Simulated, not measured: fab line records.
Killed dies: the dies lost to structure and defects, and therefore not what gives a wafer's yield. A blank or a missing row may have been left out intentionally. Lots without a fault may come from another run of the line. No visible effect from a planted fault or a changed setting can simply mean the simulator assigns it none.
One fault seen from 2 desks -- flow berkeleyCmos170 -- only its own numbers are on each desk; what lay behind them is given at the end

THE METROLOGY DESK
Means of the sampled wafers that have a number, per lot and without regard to the tool the lot ran on: this is what the gauges read. Any lot whose mean is over 4 standard deviations away from the usual mean is out of limits and marked OUT; that distance is given in the brackets.
Columns: A = NWELL_OVL at UCB170_NWELL_OVL_MEAS_12, usual 0 nm; B = NSD_TW at UCB170_NSD_TW_MEAS_10, usual 4174; C = V2_TEOS_THK at UCB170_V2_THK_MEAS_01, usual 1993 nm
lot,first seen here,A,B,C
L666,day 3 08:47,-8,4157,2013
L667,day 3 09:03,6,4188,2013
L668,day 3 17:28,-2,4198,2003
L670,day 4 04:51,5,4202,2000
L674,day 4 18:41,-6,4232,2016
L676,day 5 08:46,4,4165,1979
L677,day 5 08:51,-1,4246,2015
L680,day 5 19:22,2,4137,1974
L678,day 5 19:49,14,4123,1979
L681,day 6 05:59,6,4198,2006
L683,day 6 13:13,-2,4169,1985
L684,day 6 23:56,-3,4088,1989
L685,day 7 00:13,-3,4204,2001
L686,day 7 09:07,-3,4199,1995
This desk found nothing out of limits on any of the 14 lots.

DESK OF THE TOOL OWNER: krfScanner-02
The tool's own readings at UCB170_PSD_EXPOSE_03 (exposes mask PSELECT MOD, target cd 1200 nm): means of the sampled wafers that have a number, for each lot that ran on this tool. Any lot whose mean is over 4 standard deviations away from the usual mean is out of limits and marked OUT; that distance is given in the brackets.
Columns: A = exposureDoseMJCm2 at UCB170_PSD_EXPOSE_03, usual 30.00; B = focusOffsetNm at UCB170_PSD_EXPOSE_03, usual 0.1 nm; C = stageVelMmS at UCB170_PSD_EXPOSE_03, usual 500.02 mm/s
lot,first seen here,A,B,C
L666,day 8 17:21,30.00,0.0,499.79
L668,day 9 08:53,29.98,-0.0,499.96
L681,day 12 01:41,29.96,-0.7,499.83
L684,day 13 18:24,30.02,0.2,500.20
L686,day 14 03:41,29.98,-0.2,500.05
This desk found nothing out of limits on any of the 5 lots.

BROUGHT TOGETHER
At the metrology desk, nothing out of limits was observed.
Nothing out of limits was seen by the tool owner's desk.

WHAT THE SIMULATOR HAD INSERTED
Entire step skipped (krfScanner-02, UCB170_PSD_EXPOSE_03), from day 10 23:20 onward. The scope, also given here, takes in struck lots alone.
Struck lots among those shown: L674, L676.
